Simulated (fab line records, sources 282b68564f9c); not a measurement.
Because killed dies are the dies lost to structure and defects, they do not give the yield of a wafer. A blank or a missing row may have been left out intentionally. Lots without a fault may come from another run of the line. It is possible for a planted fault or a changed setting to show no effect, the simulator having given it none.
8D (eight disciplines) problem report, filled in by code ; flow rit cmos ; the parts of the form that need people (team, actions taken, sign-off) are left out

== 1. THE PROBLEM ==
Wafers without a fault read 24.997, standard deviation 0.0075; beam energy keV at RIT_NSD_IMPLANT_08 reads a mean of 24.145 on 6 wafers belonging to 2 lots. So: -99 or more standard deviations from the usual mean.
First observed at day 5 01:37: wafer L446.2, on implanter-04. At this step, 42 wafers from 14 lots have a number in the record. By rule, "out" or "out of limits" means more than 4 standard deviations away from the usual mean. The other wafers with a number count as sound.

== 2. WHAT IT IS AND WHAT IT IS NOT ==
question;is;is not
which readings at this step;beam energy keV;faraday current uA
which lots;L446, L449;L438, L439, L440, L441, L450, L451, L453, L456, L458, L459, L460, L461
which wafers of those lots;all that have a number;-
read on which tools;implanter-04;implanter-02, implanter-03
when;from day 5 01:37;"up to then (12 sound wafers); but 24 sound wafers of L450, L451, L453, L456, L458, L459, L460, L461 came after"

== 3. THE SUSPECTS, EACH WITH WHAT RULES IT OUT ==
Counting: any tool at a process step up to the reading is kept as a suspect provided that every lot that is out went through it and no sound lot did after the first of them.
- implanter-04 at RIT_NSD_IMPLANT_08: kept. All lots that are out passed through it, beginning with L446 at day 5 01:37, and no sound lot followed; its final sound lot before that point was L441 at day 4 00:29. Its own beam energy keV readings are out on those wafers.
After counting, what remains is implanter-04 at RIT_NSD_IMPLANT_08.

== 4. THE CAUSE (what the simulator had put in) ==
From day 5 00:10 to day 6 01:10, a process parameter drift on implanter-04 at RIT_NSD_IMPLANT_08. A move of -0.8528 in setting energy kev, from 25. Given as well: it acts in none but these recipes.
After counting, this tool was the only one left.

== 5. SEQUENCE OF EFFECTS, ordered by route ==
One row per reading whose mean, taken over the struck wafers that have a number, lies over 3 standard deviations from the usual. Readings are gone through only where the record gives a usual standard deviation; hours: the median, over the lots, of the time from a lot's start at the first step in this table giving one to that lot's start at this step; sigmas: the change measured in usual standard deviations.
hours;step;reading;usual;on struck wafers;change;sigmas
0;RIT_NSD_IMPLANT_08;beam energy keV;24.997;24.145;-0.852;-99 or more
Here are the process steps it includes:
- RIT_NSD_IMPLANT_08

== 6. HOW IT WOULD HAVE BEEN CAUGHT EARLIER ==
In this record the first reading out of limits was taken at day 5 01:37, 1 hour after the fault began at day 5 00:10.
